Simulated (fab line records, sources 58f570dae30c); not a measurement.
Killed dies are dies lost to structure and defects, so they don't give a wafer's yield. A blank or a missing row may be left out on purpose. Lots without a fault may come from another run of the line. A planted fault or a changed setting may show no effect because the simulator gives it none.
Which tool did it? | flow berkeley_cmos170 | 14 lots, 42 wafers sampled, at 6 steps of a route of 331

WHAT THE GAUGES READ, wafer by wafer
UCB170_PWELL_THK_MEAS_06. Usual: PWELL_NITRIDE_THK 219.5 nm, standard deviation 2.2.
lot  | measured    | on            | PWELL_NITRIDE_THK (nm) | flag
L387 | day 3 13:33 | film_metro-03 | 217.3 219.1 217.0      |
L388 | day 3 22:14 | film_metro-04 | 218.4 218.4 217.4      |
L389 | day 4 12:45 | film_metro-04 | 220.0 220.1 220.8      |
L390 | day 4 12:44 | film_metro-03 | 221.6 219.9 223.7      |
L391 | day 4 12:43 | film_metro-02 | 220.7 220.3 221.4      |
L392 | day 4 20:44 | film_metro-02 | 218.3 218.9 218.8      |
L393 | day 4 20:44 | film_metro-04 | 218.8 218.6 220.2      |
L394 | day 5 04:37 | film_metro-02 | 218.9 221.6 221.1      |
L397 | day 5 17:22 | film_metro-04 | 190.0 189.6 189.1      | OFF
L399 | day 6 03:15 | film_metro-02 | 189.6 188.8 190.2      | OFF
L403 | day 7 02:16 | film_metro-02 | 218.1 218.8 220.5      |
L405 | day 7 06:26 | film_metro-04 | 217.5 221.2 220.8      |
L407 | day 7 17:59 | film_metro-03 | 220.5 219.6 220.9      |
L408 | day 8 00:55 | film_metro-04 | 219.6 220.3 219.5      |

UCB170_ACTIVE_CD_MEAS_13: target cd 1200 nm. Usual: cd_nm 1199.8 nm, standard deviation 1.5.
lot  | measured    | on        | cd_nm (nm)           | flag
L387 | day 5 03:40 | cd_sem-02 | 1197.0 1198.4 1197.3 |
L388 | day 5 03:53 | cd_sem-01 | 1200.9 1201.5 1201.2 |
L389 | day 6 03:05 | cd_sem-02 | 1200.5 1200.4 1200.1 |
L390 | day 6 03:17 | cd_sem-02 | 1198.5 1198.4 1200.9 |
L391 | day 6 03:04 | cd_sem-01 | 1201.6 1201.4 1201.7 |
L392 | day 6 03:34 | cd_sem-02 | 1199.9 1199.1 1198.5 |
L393 | day 6 11:25 | cd_sem-01 | 1199.5 1199.2 1198.5 |
L394 | day 6 23:36 | cd_sem-02 | 1198.2 1199.0 1199.2 |
L397 | day 6 23:09 | cd_sem-01 | 1198.8 1200.7 1199.2 |
L399 | day 7 13:13 | cd_sem-01 | 1197.6 1199.1 1198.9 |
L403 | day 8 19:41 | cd_sem-01 | 1201.3 1201.8 1202.9 |
L405 | day 8 19:53 | cd_sem-01 | 1200.2 1200.6 1200.4 |
L407 | day 9 03:38 | cd_sem-01 | 1203.2 1201.2 1201.3 |
L408 | day 9 22:45 | cd_sem-01 | 1198.3 1198.5 1198.1 |

UCB170_PFIELD_TW_MEAS_09. Usual: PFIELD_TW 596, standard deviation 3.7.
lot  | measured     | on            | PFIELD_TW   | flag
L387 | day 5 07:16  | film_metro-01 | 601 602 600 |
L388 | day 5 07:31  | film_metro-01 | 598 602 600 |
L389 | day 6 05:32  | film_metro-01 | 601 601 596 |
L390 | day 6 05:50  | film_metro-01 | 601 600 597 |
L391 | day 6 05:26  | film_metro-02 | 592 593 591 |
L392 | day 6 06:10  | film_metro-02 | 593 591 590 |
L393 | day 6 14:46  | film_metro-04 | 595 594 597 |
L394 | day 7 02:29  | film_metro-04 | 593 596 597 |
L397 | day 7 01:55  | film_metro-02 | 589 592 590 |
L399 | day 7 15:29  | film_metro-04 | 594 593 596 |
L403 | day 9 00:12  | film_metro-01 | 598 599 598 |
L405 | day 9 00:01  | film_metro-04 | 598 598 595 |
L407 | day 9 06:03  | film_metro-02 | 590 590 594 |
L408 | day 10 01:31 | film_metro-02 | 593 593 592 |

UCB170_NVT_OVL_MEAS_06. Usual: NVT_OVL 2 nm, standard deviation 5.6.
lot  | measured     | on         | NVT_OVL (nm) | flag
L387 | day 6 20:14  | overlay-01 | 6 8 -3       |
L388 | day 6 20:17  | overlay-02 | 4 -3 0       |
L389 | day 7 15:42  | overlay-01 | 11 4 5       |
L390 | day 7 16:02  | overlay-01 | -6 -3 -13    |
L391 | day 7 15:44  | overlay-02 | 4 0 -4       |
L392 | day 7 15:58  | overlay-02 | 8 1 -2       |
L393 | day 8 04:17  | overlay-02 | 15 5 5       |
L394 | day 8 12:50  | overlay-02 | 7 1 -1       |
L397 | day 8 12:38  | overlay-01 | 3 -3 7       |
L399 | day 9 03:03  | overlay-01 | 9 4 -3       |
L403 | day 11 00:08 | overlay-02 | 5 10 0       |
L405 | day 10 23:43 | overlay-02 | -3 3 3       |
L407 | day 11 08:29 | overlay-01 | 1 0 -7       |
L408 | day 11 14:13 | overlay-01 | -2 -9 1      |

WHICH TOOL RAN EACH LOT (tool, then ch and the chambers of the sampled wafers, then the start)
lot  | UCB170_PWELL_CVD_05        | UCB170_PWELL_ETCH_14
L387 | lpcvd-01 ch 1, day 3 11:38 | rie_diel-02 ch 1,2,3, day 3 15:58
L388 | lpcvd-01 ch 1, day 3 20:19 | rie_diel-03 ch 0,1,2, day 3 23:46
L389 | lpcvd-02 ch 1, day 4 09:50 | rie_diel-04 ch 1,2,3, day 4 14:23
L390 | lpcvd-02 ch 0, day 4 09:50 | rie_diel-03 ch 2,3, day 4 14:15
L391 | lpcvd-02 ch 0, day 4 09:50 | rie_diel-02 ch 0,1,2, day 4 13:59
L392 | lpcvd-02 ch 0, day 4 18:49 | rie_diel-02 ch 2, day 4 22:13
L393 | lpcvd-02 ch 1, day 4 18:49 | rie_diel-04 ch 1,2,3, day 4 22:56
L394 | lpcvd-01 ch 1, day 5 02:42 | rie_diel-02 ch 0,2, day 5 07:01
L397 | lpcvd-02 ch 0, day 5 14:29 | rie_diel-02 ch 1,2, day 5 18:31
L399 | lpcvd-02 ch 0, day 6 01:16 | rie_diel-04 ch 1,3, day 6 04:58
L403 | lpcvd-01 ch 1, day 7 00:20 | rie_diel-04 ch 0,1,3, day 7 03:31
L405 | lpcvd-01 ch 1, day 7 04:31 | rie_diel-03 ch 0,2,3, day 7 07:44
L407 | lpcvd-01 ch 0, day 7 16:03 | rie_diel-04 ch 1,3, day 7 19:02
L408 | lpcvd-01 ch 0, day 7 23:00 | rie_diel-04 ch 0,1,2, day 8 01:51
- UCB170_PWELL_CVD_05: deposits Si3N4 from SiH2Cl2/NH3, target thk 220 nm, time 3300 s.
- UCB170_PWELL_ETCH_14: etches Si3N4 in CH3F/Ar/O2, stops on SiO2, target depth 242 nm, time 151 s.

WHAT THE TOOLS THEMSELVES READ (means of the sampled wafers that have a number; where no wafer has one, the mark that the record gives instead)
UCB170_PWELL_CVD_05. Usual: nh3_flow_sccm 75.02 sccm, standard deviation 0.21; spike_tc_centre_C 802.5 C, standard deviation 1.1; spike_tc_load_C 825.2 C, standard deviation 1.9; susceptor_temp_C 800.0 C, standard deviation 0.31.
lot  | tool     | nh3_flow_sccm (sccm) | spike_tc_centre_C (C) | spike_tc_load_C (C) | susceptor_temp_C (C) | flag
L387 | lpcvd-01 | 75.26                | 802.0                 | 825.6               | 799.6                |
L388 | lpcvd-01 | 74.81                | 802.9                 | 825.5               | 800.2                |
L389 | lpcvd-02 | 75.27                | 802.9                 | 824.9               | 800.2                |
L390 | lpcvd-02 | 75.14                | 802.6                 | 826.6               | 799.7                |
L391 | lpcvd-02 | 74.99                | 800.9                 | 827.0               | 800.2                |
L392 | lpcvd-02 | 75.29                | 802.6                 | 826.4               | 800.2                |
L393 | lpcvd-02 | 74.99                | 802.9                 | 825.2               | 799.7                |
L394 | lpcvd-01 | 74.82                | 801.6                 | 826.5               | 800.3                |
L397 | lpcvd-02 | 74.98                | 794.9                 | 819.5               | 792.9                | OFF
L399 | lpcvd-02 | 74.97                | 794.9                 | 819.3               | 792.7                | OFF
L403 | lpcvd-01 | 74.99                | 803.7                 | 824.8               | 800.2                |
L405 | lpcvd-01 | 74.99                | 803.0                 | 826.3               | 799.9                |
L407 | lpcvd-01 | 74.90                | 802.0                 | 821.7               | 800.2                |
L408 | lpcvd-01 | 74.94                | 802.5                 | 821.9               | 800.0                |

UCB170_PWELL_ETCH_14. Usual: O2_flow_sccm 7.002 sccm, standard deviation 0.024; drypump_motor_current_A 5.7 A, standard deviation 0.45; oes_product_au 0.943 a.u., standard deviation 0.015; throttle_valve_pct 8.05 %, standard deviation 0.14.
lot  | tool        | O2_flow_sccm (sccm) | drypump_motor_current_A (A) | oes_product_au (a.u.) | throttle_valve_pct (%) | flag
L387 | rie_diel-02 | 6.993               | 5.4                         | 0.934                 | 8.08                   |
L388 | rie_diel-03 | 7.008               | 5.6                         | 0.940                 | 8.11                   |
L389 | rie_diel-04 | 6.986               | 5.9                         | 0.956                 | 8.11                   |
L390 | rie_diel-03 | 6.994               | 6.0                         | 0.949                 | 8.12                   |
L391 | rie_diel-02 | 7.004               | 5.4                         | 0.946                 | 8.02                   |
L392 | rie_diel-02 | 7.042               | 5.4                         | 0.951                 | 8.21                   |
L393 | rie_diel-04 | 6.995               | 5.9                         | 0.955                 | 8.11                   |
L394 | rie_diel-02 | 7.013               | 5.5                         | 0.954                 | 8.05                   |
L397 | rie_diel-02 | 7.012               | 5.3                         | 0.856                 | 8.13                   | OFF
L399 | rie_diel-04 | 6.977               | 6.0                         | 0.879                 | 8.04                   | OFF
L403 | rie_diel-04 | 6.997               | 6.0                         | 0.947                 | 8.06                   |
L405 | rie_diel-03 | 7.013               | 6.1                         | 0.944                 | 8.09                   |
L407 | rie_diel-04 | 7.022               | 6.3                         | 0.965                 | 8.15                   |
L408 | rie_diel-04 | 7.012               | 6.0                         | 0.952                 | 8.13                   |

THE ANSWER, worked out from the rows above alone
Rule: a lot is off if the mean of its wafers that have a number lies more than 3 standard deviations from the usual mean. A lot without any number at a reading at which 4 lots or more have one is off too. The other lots that the step has rows for count as sound. The gauges are gone through in route order, then the tools' own readings, and for those a lot's mean is taken as printed above. The first step at which some lot is off is used, and at that step the reading that is off furthest; a lot without a number counts as furthest.
Off: L397, L399, at UCB170_PWELL_THK_MEAS_06 (PWELL_NITRIDE_THK).
A tool fits if, at a process step before that reading, it ran every lot that is off, and no sound lot after the first of them. The gauges at UCB170_PWELL_THK_MEAS_06 aren't tried: what is off there is off at UCB170_PWELL_CVD_05 too, on other tools, and a gauge's error can't cause that. One fits: lpcvd-02 at UCB170_PWELL_CVD_05. Its last sound lot is L392 (day 4 18:49), its first lot that is off L397 (day 5 14:29): a fault that began between those two fits.
The tool's own readings at UCB170_PWELL_CVD_05 bear it out: on the lots that are off they differ by more than 5 times the standard deviation of the sound lots' means. spike_tc_centre_C reads 794.9 C there against 802.5 C on the sound lots; susceptor_temp_C reads 792.8 C there against 800.0 C on the sound lots.

WHAT THE SIMULATOR HAD PUT IN
Process parameter drift: lpcvd-02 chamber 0, from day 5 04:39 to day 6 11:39, at UCB170_PWELL_CVD_05. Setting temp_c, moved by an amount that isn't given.
Lots struck among those shown: L397, L399. The rule above found the same.
